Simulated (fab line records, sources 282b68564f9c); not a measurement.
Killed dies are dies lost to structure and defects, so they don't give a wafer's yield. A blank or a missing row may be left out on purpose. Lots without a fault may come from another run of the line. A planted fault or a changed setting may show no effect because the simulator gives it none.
Which tool did it? | flow rit_cmos | 7 lots, 21 wafers sampled, at 2 steps of a route of 202

WHAT THE GAUGES READ, wafer by wafer
RIT_FOX1_THK_MEAS_01.
lot  | measured    | on            | FOX1_OXIDE_THK (nm)
L987 | day 2 03:38 | film_metro-02 | 360 355 357
L991 | day 3 00:59 | film_metro-01 | 347 353 348
L993 | day 3 12:06 | film_metro-01 | 357 354 357
L998 | day 4 14:11 | film_metro-01 | 306 304 307
L102 | day 5 12:56 | film_metro-03 | 362 361 359
L104 | day 5 18:06 | film_metro-01 | 347 347 351
L107 | day 6 07:55 | film_metro-03 | 356 361 360

WHICH TOOL RAN EACH LOT (tool, then ch and the chambers of the sampled wafers, then the start)
lot  | RIT_FOX1_OXIDATION_00
L987 | furnace-03 ch 0, day 2 02:18
L991 | furnace-04 ch 0, day 2 23:40
L993 | furnace-03 ch 0, day 3 10:47
L998 | furnace-03 ch 0, day 4 12:52
L102 | furnace-04 ch 0, day 5 11:36
L104 | furnace-04 ch 0, day 5 16:47
L107 | furnace-04 ch 0, day 6 06:37
- RIT_FOX1_OXIDATION_00: target thk 350.7 nm, ox time 1130 s.

THE ANSWER, worked out from the rows above alone
Rule: what is usual is taken from the lots themselves. Put in order of their means at a reading, lots are off if they are a third of the lots or fewer, leave a main group of 4 or more, and stand apart from it by a gap of 3 or more times the standard deviation of the main group's means; of several such gaps the widest counts. A main group whose means are all the same, to the digits that the tables above print for the reading, isn't used. A lot without any number at a reading at which 4 lots or more have one is off too. The other lots that the step has rows for count as sound.
Off: L998, at RIT_FOX1_THK_MEAS_01 (FOX1_OXIDE_THK). The main group: mean 355 nm, standard deviation 4.7.
A tool fits if, at a process step before that reading, it ran every lot that is off, and no sound lot after the first of them. The gauges at RIT_FOX1_THK_MEAS_01 are tried like those tools. One fits: furnace-03 at RIT_FOX1_OXIDATION_00. Its last sound lot is L993 (day 3 10:47), its first lot that is off L998 (day 4 12:52): a fault that began between those two fits.

WHAT THE SIMULATOR HAD PUT IN
Process parameter drift: furnace-03, from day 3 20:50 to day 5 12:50, at RIT_FOX1_OXIDATION_00. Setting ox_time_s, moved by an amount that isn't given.
Lots struck among those shown: L998. The rule above found the same.
